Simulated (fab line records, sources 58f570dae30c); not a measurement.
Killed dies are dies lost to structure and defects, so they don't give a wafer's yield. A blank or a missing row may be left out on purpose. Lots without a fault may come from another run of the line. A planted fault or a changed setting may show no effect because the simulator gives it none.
Which tool did it? | flow berkeley_cmos170 | 15 lots, 45 wafers sampled, at 4 steps of a route of 331

WHAT THE GAUGES READ, wafer by wafer
UCB170_GATE_THK_MEAS_02.
lot  | measured     | on            | GATE_OXIDE_THK (nm)
L226 | day 5 09:14  | film_metro-02 | 6.65 6.60 6.54
L229 | day 6 07:58  | film_metro-03 | 6.62 6.47 6.51
L234 | day 6 21:43  | film_metro-02 | 6.73 6.82 6.54
L235 | day 7 12:44  | film_metro-02 | 6.64 6.36 6.58
L236 | day 7 12:44  | film_metro-01 | 6.55 6.56 6.57
L237 | day 7 19:41  | film_metro-03 | 6.58 6.77 6.79
L238 | day 7 19:41  | film_metro-01 | 6.67 6.69 6.72
L239 | day 8 13:55  | film_metro-03 | 6.43 6.41 6.56
L241 | day 8 13:59  | film_metro-02 | 6.64 6.62 6.64
L242 | day 8 22:28  | film_metro-03 | 6.65 6.62 6.61
L244 | day 9 10:46  | film_metro-01 | 6.40 6.44 6.43
L245 | day 9 19:18  | film_metro-03 | 6.44 6.39 6.45
L247 | day 10 02:42 | film_metro-03 | 6.44 6.49 6.48
L249 | day 10 08:09 | film_metro-03 | 6.55 6.57 6.51
L248 | day 10 08:10 | film_metro-02 | 6.49 6.56 6.54

UCB170_GATE_CD_MEAS_12: target cd 350 nm.
lot  | measured     | on        | cd_nm (nm)
L226 | day 5 16:04  | cd_sem-02 | 351.1 349.8 353.2
L229 | day 6 15:16  | cd_sem-01 | 348.9 349.4 349.1
L234 | day 7 03:06  | cd_sem-01 | 347.7 348.1 348.0
L235 | day 7 18:25  | cd_sem-01 | 348.7 350.1 349.9
L236 | day 7 18:33  | cd_sem-01 | 347.4 347.7 348.6
L237 | day 8 02:29  | cd_sem-02 | 351.6 352.3 350.7
L238 | day 8 02:13  | cd_sem-01 | 350.9 350.9 351.5
L239 | day 8 19:35  | cd_sem-02 | 348.1 348.3 348.2
L241 | day 8 19:29  | cd_sem-02 | 351.1 352.2 351.6
L242 | day 9 07:27  | cd_sem-02 | 352.7 351.6 351.6
L244 | day 9 17:43  | cd_sem-02 | 348.5 348.4 349.0
L245 | day 10 03:23 | cd_sem-01 | 349.8 348.7 351.0
L247 | day 10 10:20 | cd_sem-02 | 349.7 349.1 350.7
L249 | day 10 15:14 | cd_sem-02 | 352.9 352.3 352.7
L248 | day 10 15:02 | cd_sem-01 | 349.1 348.0 349.0

UCB170_SDANNEAL_RS_MEAS_02: measures by four-point-probe.
lot  | measured     | on            | PSD_RS (ohm/sq)
L226 | day 6 06:26  | film_metro-04 | 75.45 75.13 75.48
L229 | day 7 08:15  | film_metro-04 | 75.84 75.68 75.55
L234 | day 7 16:03  | film_metro-03 | 75.30 75.69 75.20
L235 | day 8 07:40  | film_metro-03 | 75.64 75.30 75.28
L236 | day 8 08:38  | film_metro-04 | 75.43 75.35 75.57
L237 | day 8 16:55  | film_metro-03 | 75.00 75.24 75.39
L238 | day 8 17:23  | film_metro-04 | 75.22 75.29 75.24
L239 | day 9 10:28  | film_metro-04 | 75.69 75.20 75.24
L241 | day 9 10:00  | film_metro-04 | 75.57 75.30 75.24
L242 | day 10 00:35 | film_metro-03 | 75.24 75.63 75.37
L244 | day 10 12:08 | film_metro-03 | 75.75 75.26 75.20
L245 | day 10 20:29 | film_metro-03 | 74.99 74.75 74.84
L247 | day 10 20:57 | film_metro-02 | 75.65 75.62 75.61
L249 | day 11 05:52 | film_metro-04 | 75.24 75.52 75.67
L248 | day 11 05:53 | film_metro-03 | 75.12 74.96 75.17

WHICH TOOL RAN EACH LOT (tool, then ch and the chambers of the sampled wafers, then the start)
lot  | UCB170_SPACER_ANNEAL_02
L226 | furnace-03 ch 0, day 5 20:54
L229 | furnace-01 ch 0, day 6 23:42
L234 | furnace-03 ch 0, day 7 09:55
L235 | furnace-01 ch 0, day 8 01:13
L236 | furnace-01 ch 0, day 8 01:13
L237 | furnace-01 ch 0, day 8 10:55
L238 | furnace-01 ch 0, day 8 10:55
L239 | furnace-03 ch 0, day 9 03:58
L241 | furnace-03 ch 0, day 9 03:58
L242 | furnace-01 ch 0, day 9 15:06
L244 | furnace-01 ch 0, day 10 02:52
L245 | furnace-04 ch 0, day 10 14:54
L247 | furnace-04 ch 0, day 10 14:54
L249 | furnace-01 ch 0, day 10 22:44
L248 | furnace-01 ch 0, day 10 22:44
- UCB170_SPACER_ANNEAL_02: time 1800 s.

WHAT THE TOOLS THEMSELVES READ (means of the sampled wafers that have a number; where no wafer has one, the mark that the record gives instead)
UCB170_SPACER_ANNEAL_02.
lot  | tool       | spike_tc_centre_C (C) | spike_tc_source_C (C) | zone_power_centre_pct (%)
L226 | furnace-03 | 903.1                 | 924.0                 | 43.1
L229 | furnace-01 | 902.6                 | 922.0                 | 38.5
L234 | furnace-03 | 903.0                 | 923.8                 | 43.5
L235 | furnace-01 | 902.9                 | 921.1                 | 38.4
L236 | furnace-01 | 902.9                 | 921.7                 | 38.6
L237 | furnace-01 | 903.0                 | 921.5                 | 38.7
L238 | furnace-01 | 903.5                 | 921.5                 | 38.5
L239 | furnace-03 | 902.8                 | 924.1                 | 43.2
L241 | furnace-03 | 902.9                 | 924.9                 | 42.9
L242 | furnace-01 | 902.9                 | 922.6                 | 38.3
L244 | furnace-01 | 867.4                 | 922.4                 | 24.9
L245 | furnace-04 | 901.8                 | 928.8                 | 38.6
L247 | furnace-04 | 902.4                 | 928.0                 | 38.4
L249 | furnace-01 | 868.8                 | 923.7                 | 25.2
L248 | furnace-01 | 867.9                 | 922.9                 | 25.3

THE ANSWER, worked out from the rows above alone
Rule: what is usual is taken from the lots themselves. Put in order of their means at a reading, lots are off if they are a third of the lots or fewer, leave a main group of 4 or more, and stand apart from it by a gap of 3 or more times the standard deviation of the main group's means; of several such gaps the widest counts. A main group whose means are all the same, to the digits that the tables above print for the reading, isn't used. A lot without any number at a reading at which 4 lots or more have one is off too. The other lots that the step has rows for count as sound. The gauges are gone through in route order, then the tools' own readings, and for those a lot's mean is taken as printed above. The first step at which some lot is off is used, and at that step the reading that is off furthest; a lot without a number counts as furthest.
Off: L244, L249, L248, at UCB170_SPACER_ANNEAL_02 (spike_tc_centre_C). The main group: mean 902.8 C, standard deviation 0.4.
A tool fits if, at that step or a process step before it, it ran every lot that is off, and no sound lot after the first of them. One fits: furnace-01 at UCB170_SPACER_ANNEAL_02. Its last sound lot is L242 (day 9 15:06), its first lot that is off L244 (day 10 02:52): a fault that began between those two fits.
The tool's own readings at UCB170_SPACER_ANNEAL_02 bear it out: on the lots that are off they differ by more than 5 times the standard deviation of the sound lots' means. spike_tc_centre_C reads 868.0 C there against 902.8 C on the sound lots; zone_power_centre_pct reads 25.1 % there against 40.1 % on the sound lots.

WHAT THE SIMULATOR HAD PUT IN
Process parameter drift: furnace-01, from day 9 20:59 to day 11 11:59, at UCB170_SPACER_ANNEAL_02. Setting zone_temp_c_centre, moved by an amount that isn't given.
Lots struck among those shown: L244, L249, L248. The rule above found the same.
